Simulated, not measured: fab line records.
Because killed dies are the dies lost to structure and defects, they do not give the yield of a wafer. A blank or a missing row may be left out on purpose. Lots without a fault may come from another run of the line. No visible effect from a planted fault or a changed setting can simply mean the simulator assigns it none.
What tool caused it?	flow berkeley_cmos170	route of 331 steps, sampled at 1 step: 7 lots, 21 wafers

== WHAT EACH GAUGE READ, for each wafer ==
UCB170_PSD_TW_MEAS_10.
lot	measured	on	PSD_TW
L533	day 7 07:44	film_metro-02	2324 2319 2303
L532	day 7 08:02	film_metro-01	2290 2293 2286
L536	day 8 09:01	film_metro-01	2293 2298 2311
L539	day 8 16:55	film_metro-02	2322 2322 2323
L538	day 9 00:11	film_metro-01	2307 2297 2293
L547	day 10 08:38	film_metro-02	2318 2312 2311
L551	day 11 06:28	film_metro-02	2332 2328 2333

== TOOL THAT RAN EACH LOT (tool first, then ch and the chambers of the sampled wafers, then the start) ==
There is no process step in the record ahead of these readings.

== THE ANSWER, worked out from the rows above alone ==
Rule: the usual values come from the lots themselves. The widest of any qualifying gaps counts: lots, ordered by their means at a reading, are off when they make up no more than a third of the lots, leave a main group of 4 or more, and stand apart from it by 3 or more times the standard deviation of that group's means. A main group whose means are all the same, to the digits that the tables above print for the reading, isn't used. A lot without any number at a reading at which 4 lots or more have one is off too. All remaining lots with rows at the step are treated as sound.
None of the lots is off at any reading shown; this tells nothing.

== WHAT THE SIMULATOR HAD INSERTED ==
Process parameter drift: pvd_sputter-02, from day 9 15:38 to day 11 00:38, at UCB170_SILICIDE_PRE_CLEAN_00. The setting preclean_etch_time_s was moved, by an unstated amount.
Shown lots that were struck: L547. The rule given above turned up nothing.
